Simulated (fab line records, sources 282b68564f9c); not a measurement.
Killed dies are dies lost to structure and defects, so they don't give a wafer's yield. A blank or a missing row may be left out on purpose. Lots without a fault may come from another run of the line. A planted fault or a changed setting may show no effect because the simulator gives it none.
Chamber matching | flow rit_cmos | RIT_SPACER_ETCHBACK_05 on rie_diel-03: 4 sister chambers
The step etches Si3N4 in SF6/CHF3, stops on SiO2, target depth 250 nm, time 240 s. 14 wafers are shown with their chamber, then 7 later ones without.

WAFERS WITH THEIR CHAMBER
wafer  | chamber | drypump_motor_current_A (A) | throttle_valve_pct (%) | oes_product_au (a.u.)
L646.1 | 0       | 5.3                         | 10.39                  | 0.816
L646.4 | 1       | 5.3                         | 10.11                  | 0.823
L646.5 | 1       | 5.3                         | 10.14                  | 0.821
L648.3 | 0       | 5.3                         | 10.39                  | 0.809
L648.4 | 3       | 5.7                         | 10.25                  | 0.851
L648.5 | 0       | 5.3                         | 10.40                  | 0.808
L653.3 | 1       | 5.2                         | 10.14                  | 0.814
L653.5 | 0       | 5.3                         | 10.40                  | 0.809
L653.6 | 1       | 5.3                         | 10.12                  | 0.820
L655.4 | 1       | 5.2                         | 10.11                  | 0.824
L655.5 | 0       | 5.3                         | 10.39                  | 0.811
L655.6 | 2       | 6.1                         | 10.03                  | 0.828
L665.1 | 3       | 5.7                         | 10.29                  | 0.811
L665.3 | 1       | 5.2                         | 10.13                  | 0.815

SIGNATURES (means of the wafers above)
reading                 | chamber 0 | chamber 1 | chamber 2 | chamber 3 | scatter within a chamber
drypump_motor_current_A | 5.300     | 5.250     | 6.100     | 5.700     | 0.0387
throttle_valve_pct      | 10.3940   | 10.1250   | 10.0300   | 10.2700   | 0.0137
oes_product_au          | 0.81060   | 0.81950   | 0.82800   | 0.83100   | 0.00963
Rule: a wafer's distance from a chamber is the root of the sum, over the readings, of the square of ((its reading less the chamber's mean) divided by the reading's scatter). The wafer belongs to the nearest chamber; if the next one is less than 2 further off, it can't be placed. The scatter: the root of (the sum of the squares of (reading less its chamber's mean) over the shown wafers, divided by (wafers less chambers)).

WAFERS WITHOUT THEIR CHAMBER
wafer  | drypump_motor_current_A (A) | throttle_valve_pct (%) | oes_product_au (a.u.)
L665.5 | 5.2                         | 10.13                  | 0.822
L666.1 | 5.2                         | 10.12                  | 0.824
L666.5 | 5.3                         | 10.39                  | 0.813
L666.6 | 5.7                         | 10.27                  | 0.805
L668.1 | 6.1                         | 10.01                  | 0.832
L668.2 | 5.2                         | 10.13                  | 0.812
L668.4 | 5.7                         | 10.28                  | 0.810

WHICH CHAMBER EACH WENT THROUGH
wafer  | from the rows above | in truth
L665.5 | 1                   | 1
L666.1 | 1                   | 1
L666.5 | 0                   | 0
L666.6 | 3                   | 3
L668.1 | 2                   | 2
L668.2 | 1                   | 1
L668.4 | 3                   | 3
Placed correctly: 7 of 7. Can't be placed from these rows: 0. Placed wrongly: 0.
